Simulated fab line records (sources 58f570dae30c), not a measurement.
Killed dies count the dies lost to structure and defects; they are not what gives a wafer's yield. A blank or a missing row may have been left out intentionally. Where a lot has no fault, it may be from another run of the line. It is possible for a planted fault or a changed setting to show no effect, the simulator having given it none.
The tool behind it: which one? + flow berkeley_cmos170 + 14 lots, 42 wafers sampled, at 4 steps of a route of 331

== WHAT THE GAUGES READ, wafer by wafer ==
UCB170_PLDD_OVL_MEAS_07.
| lot  | measured     | on         | PLDD_OVL (nm) |
|------|--------------|------------|---------------|
| L787 | day 7 14:22  | overlay-01 | 1 -3 -9       |
| L786 | day 7 14:39  | overlay-02 | -6 -15 -6     |
| L789 | day 7 23:31  | overlay-02 | -4 4 5        |
| L790 | day 8 00:14  | overlay-01 | -3 2 -4       |
| L788 | day 8 00:31  | overlay-02 | -1 -6 -6      |
| L793 | day 8 23:05  | overlay-01 | -1 1 1        |
| L795 | day 8 23:23  | overlay-01 | 1 0 1         |
| L800 | day 10 15:27 | overlay-02 | -14 -15 -7    |
| L805 | day 11 06:23 | overlay-02 | 2 -2 -1       |
| L803 | day 11 06:40 | overlay-02 | -5 -3 -2      |
| L806 | day 11 22:07 | overlay-02 | -10 -5 -4     |
| L808 | day 11 22:25 | overlay-01 | -5 -3 -2      |
| L807 | day 11 23:00 | overlay-02 | -9 -6 -6      |
| L809 | day 12 08:55 | overlay-01 | 1 -4 3        |

UCB170_NSD_CD_MEAS_06 targets a cd of 1200 nm.
| lot  | measured     | on        | cd_nm (nm)           |
|------|--------------|-----------|----------------------|
| L787 | day 8 05:52  | cd_sem-01 | 1201.6 1201.9 1201.9 |
| L786 | day 8 07:01  | cd_sem-01 | 1199.1 1199.1 1198.5 |
| L789 | day 8 16:55  | cd_sem-02 | 1199.1 1201.0 1199.3 |
| L790 | day 8 16:48  | cd_sem-02 | 1199.1 1199.6 1198.7 |
| L788 | day 8 17:18  | cd_sem-02 | 1199.1 1199.6 1198.7 |
| L793 | day 9 14:41  | cd_sem-02 | 1198.2 1196.2 1196.9 |
| L795 | day 9 14:48  | cd_sem-02 | 1202.5 1202.6 1199.8 |
| L800 | day 11 06:27 | cd_sem-02 | 1200.4 1198.7 1199.9 |
| L805 | day 11 22:11 | cd_sem-02 | 1200.1 1200.9 1201.1 |
| L803 | day 11 22:09 | cd_sem-01 | 1201.9 1199.3 1201.5 |
| L806 | day 12 10:43 | cd_sem-01 | 1198.7 1199.5 1199.8 |
| L808 | day 12 11:02 | cd_sem-01 | 1199.2 1200.7 1201.3 |
| L807 | day 12 11:22 | cd_sem-02 | 1201.0 1201.3 1201.3 |
| L809 | day 12 23:14 | cd_sem-02 | 1201.1 1201.6 1201.5 |

== EACH LOT AND THE TOOL THAT RAN IT (in order: tool; ch and the chambers of the sampled wafers; start) ==
| lot  | UCB170_PLDD_IMPLANT_08          | UCB170_PLDD_STRIP_10                 |
|------|---------------------------------|--------------------------------------|
| L787 | implanter-02 ch 0, day 7 14:25  | plasma_asher-03 ch 0,1, day 7 14:43  |
| L786 | implanter-03 ch 0, day 7 14:43  | plasma_asher-04 ch 0,1, day 7 14:59  |
| L789 | implanter-02 ch 0, day 7 23:33  | plasma_asher-04 ch 0,1, day 7 23:51  |
| L790 | implanter-03 ch 0, day 8 00:16  | plasma_asher-04 ch 0, day 8 00:34    |
| L788 | implanter-02 ch 0, day 8 00:34  | plasma_asher-03 ch 0,1, day 8 00:51  |
| L793 | implanter-02 ch 0, day 8 23:08  | plasma_asher-04 ch 0,1, day 8 23:25  |
| L795 | implanter-03 ch 0, day 8 23:26  | plasma_asher-04 ch 0,1, day 8 23:43  |
| L800 | implanter-04 ch 0, day 10 15:29 | plasma_asher-03 ch 0,1, day 10 15:47 |
| L805 | implanter-03 ch 0, day 11 06:28 | plasma_asher-03 ch 0,1, day 11 06:45 |
| L803 | implanter-02 ch 0, day 11 06:44 | plasma_asher-03 ch 0,1, day 11 07:01 |
| L806 | implanter-03 ch 0, day 11 22:10 | plasma_asher-03 ch 1, day 11 22:26   |
| L808 | implanter-04 ch 0, day 11 22:30 | plasma_asher-03 ch 0,1, day 11 22:46 |
| L807 | implanter-03 ch 0, day 11 23:03 | plasma_asher-03 ch 0,1, day 11 23:20 |
| L809 | implanter-03 ch 0, day 12 08:57 | plasma_asher-02 ch 0,1, day 12 09:15 |
- UCB170_PLDD_IMPLANT_08
- UCB170_PLDD_STRIP_10: strips in O2.

== AS READ BY THE TOOLS THEMSELVES (means over the sampled wafers that have a number; for cases with no such wafer, the mark the record gives instead) ==
UCB170_PLDD_IMPLANT_08.
| lot  | tool         | rotation_deg (degrees) |
|------|--------------|------------------------|
| L787 | implanter-02 | -0.016                 |
| L786 | implanter-03 | 0.001                  |
| L789 | implanter-02 | 0.024                  |
| L790 | implanter-03 | -0.004                 |
| L788 | implanter-02 | 90.019                 |
| L793 | implanter-02 | 90.001                 |
| L795 | implanter-03 | 0.022                  |
| L800 | implanter-04 | 0.015                  |
| L805 | implanter-03 | 0.000                  |
| L803 | implanter-02 | 0.006                  |
| L806 | implanter-03 | 0.006                  |
| L808 | implanter-04 | 0.007                  |
| L807 | implanter-03 | -0.024                 |
| L809 | implanter-03 | 0.002                  |

UCB170_PLDD_STRIP_10.
| lot  | tool            | drypump_motor_current_A (A) | oes_product_au (a.u.) | strip_time_to_endpoint_s (s) |
|------|-----------------|-----------------------------|-----------------------|------------------------------|
| L787 | plasma_asher-03 | 6.7                         | 0.735                 | 21.26                        |
| L786 | plasma_asher-04 | 5.6                         | 0.736                 | 21.27                        |
| L789 | plasma_asher-04 | 6.0                         | 0.736                 | 21.27                        |
| L790 | plasma_asher-04 | 6.2                         | 0.734                 | 21.36                        |
| L788 | plasma_asher-03 | 6.7                         | 0.737                 | 21.27                        |
| L793 | plasma_asher-04 | 5.6                         | 0.737                 | 21.34                        |
| L795 | plasma_asher-04 | 5.6                         | 0.735                 | 21.41                        |
| L800 | plasma_asher-03 | 6.6                         | 0.732                 | 21.38                        |
| L805 | plasma_asher-03 | 6.7                         | 0.736                 | 21.27                        |
| L803 | plasma_asher-03 | 6.7                         | 0.732                 | 21.23                        |
| L806 | plasma_asher-03 | 6.4                         | 0.738                 | 21.29                        |
| L808 | plasma_asher-03 | 6.5                         | 0.736                 | 21.38                        |
| L807 | plasma_asher-03 | 6.7                         | 0.734                 | 21.30                        |
| L809 | plasma_asher-02 | 5.6                         | 0.738                 | 21.43                        |

== THE ANSWER, worked out from the rows above alone ==
Rule: the usual values come from the lots themselves. Put in order of their means at a reading, lots are off if they are a third of the lots or fewer, leave a main group of 4 or more, and stand apart from it by a gap of 3 or more times the standard deviation of the main group's means; of several such gaps the widest counts. Not used: any main group whose means are identical at the precision the tables above print for the reading. Also off: a lot with no number at a reading for which 4 or more lots have one. The other lots that the step has rows for count as sound. Order of review: gauges by route order, followed by the tools' own readings, for which a lot's mean as printed above is used. At the first step where some lot is off, the reading lying furthest off is the one used; lots without a number count as furthest.
Off at UCB170_PLDD_IMPLANT_08 (rotation_deg): L788, L793. The main group: mean 0.003 degrees, standard deviation 0.013.
A tool fits if, at that step or a process step before it, it ran every lot that is off, and no sound lot after the first of them. None of those tried fits.

== WHAT THE SIMULATOR HAD INSERTED ==
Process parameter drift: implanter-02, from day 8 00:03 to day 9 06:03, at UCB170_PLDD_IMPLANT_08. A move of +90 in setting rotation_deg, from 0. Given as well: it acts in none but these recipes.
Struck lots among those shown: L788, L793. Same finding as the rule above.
